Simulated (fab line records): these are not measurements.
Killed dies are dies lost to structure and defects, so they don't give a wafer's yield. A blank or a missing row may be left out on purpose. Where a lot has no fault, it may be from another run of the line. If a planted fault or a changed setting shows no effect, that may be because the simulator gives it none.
Struck lot and sound lot, side by side :: flow berkeley-cmos170 :: 23 steps out of a route of 331
Sound: the wafers L177.3, L177.4, L177.6. Wafers struck: L191.2, L191.3, L191.6. At the end, the cause is stated.
At each step with rows: each side's tool, then ch and its chambers, then its first start. Under that, the readings that differ: sound wafers :: struck wafers :: difference of the means :: sigmas: that difference in standard deviations of wafers without a fault.
alike: a reading whose means differ by less than 2 such deviations, as well as words and numbers matching on both sides. not compared: withheld readings; readings where some wafer has no value; bounds like >300 that might hide an equal value; numbers whose values overlap and for which the record gives no deviation.
A row with sigmas, a row that says differs or no value, or rows on one side alone: a step with any of these is where the two part. Numbers that don't overlap but have no deviation are shown without sigmas and don't part them. A reading that every wafer of one side lacks parts them only if that side has two wafers or more.

first, 6 steps without rows for these wafers: UCB170_ZERO_HMDS_00 (prime time 60 s); UCB170_ZERO_COAT_01 (resist thk 900 nm); UCB170_ZERO_SOFTBAKE_02 (time 60 s); UCB170_ZERO_EXPOSE_03 (exposes mask PM MARKS, target cd 4000 nm); UCB170_ZERO_PEB_04; UCB170_ZERO_DEVELOP_05 (develop time 45 s).
UCB170_ZERO_ETCH_06: etches SiO2 in CHF3/CF4/Ar, time 12 s.
  sound on rie-diel-04 ch 2,3, day 2 22:32; struck on rie-diel-02 ch 0,3, day 5 23:31
  alike: CHF3_flow_sccm, cf4-flow-sccm, drypump-motor-current-A, oes-product-au, throttle-valve-pct
  not compared: rf-hours-counter-h
UCB170_ZERO_STRIP_07: strips in O2.
  sound on plasma-asher-03 ch 0,1, day 2 22:35; struck on plasma-asher-01 ch 0,1, day 5 23:33
  alike: drypump-motor-current-A, oes-product-au, strip-time-to-endpoint-s
  not compared: rf-hours-counter-h
then, 2 steps without rows for these wafers: UCB170_NWELL_WET_ETCH_00 (etches SiO2 in dHF, time 200 s); UCB170_NWELL_OXIDATION_01 (target thk 26.4 nm, ox time 1260 s).
UCB170_NWELL_THK_MEAS_02:
  sound: film-metro-02 at day 3 00:38; struck: film-metro-04 at day 6 03:54
  alike: NWELL_OXIDE_THK
then, 1 step without rows for these wafers: UCB170_NWELL_ANNEAL_03 (time 900 s).
UCB170_NWELL_CVD_04: deposits Si3N4 from SiH2Cl2/NH3, target thk 224 nm, time 3360 s.
  sound on lpcvd-01 ch 0, day 3 04:37; struck on lpcvd-01 ch 1, day 6 09:47
  alike: spike-tc-source-C
UCB170_NWELL_THK_MEAS_05:
  sound: film-metro-03 at day 3 06:37; struck: film-metro-02 at day 6 11:46
reading: NWELL_NITRIDE_THK (nm)
sound: 223.8 221.4 224.0
struck: 442.6 442.7 444.0
difference: +220.0
sigmas: +99 or more
then, 6 steps without rows for these wafers: UCB170_NWELL_HMDS_06 (prime time 60 s); UCB170_NWELL_COAT_07 (resist thk 900 nm); UCB170_NWELL_SOFTBAKE_08 (time 60 s); UCB170_NWELL_EXPOSE_09 (exposes mask NWELL, target cd 3000 nm); UCB170_NWELL_PEB_10; UCB170_NWELL_DEVELOP_11 (develop time 45 s).
UCB170_NWELL_OVL_MEAS_12:
  sound: overlay-01 at day 3 07:49; struck: overlay-01 at day 6 12:44
  alike: NWELL_OVL
UCB170_NWELL_ETCH_13: etches Si3N4 in CH3F/Ar/O2, stops on SiO2, target depth 246.4 nm, time 154 s.
  sound on rie-diel-01 ch 0,3, day 3 07:51; struck on rie-diel-02 ch 1,3, day 6 12:46
reading: oes-product-au (a.u.)
sound: 0.953 0.928 0.956
struck: 1.027 1.009 0.967
difference: +0.055
sigmas: +4

reading: model.etch.depth-nm (nm)
sound: 223.7 221.4 224.1
struck: 245.5 244.3 244.4
difference: +21.7
sigmas: 
  alike: drypump-motor-current-A, throttle-valve-pct
  not compared: rf-hours-counter-h
following that, these wafers have no rows for 1 step: UCB170_NWELL_IMPLANT_14.

WHERE THEY PART
Earliest at UCB170_NWELL_THK_MEAS_05; latest, in this record, at UCB170_NWELL_ETCH_13.

WHY: what had been put in by the simulator
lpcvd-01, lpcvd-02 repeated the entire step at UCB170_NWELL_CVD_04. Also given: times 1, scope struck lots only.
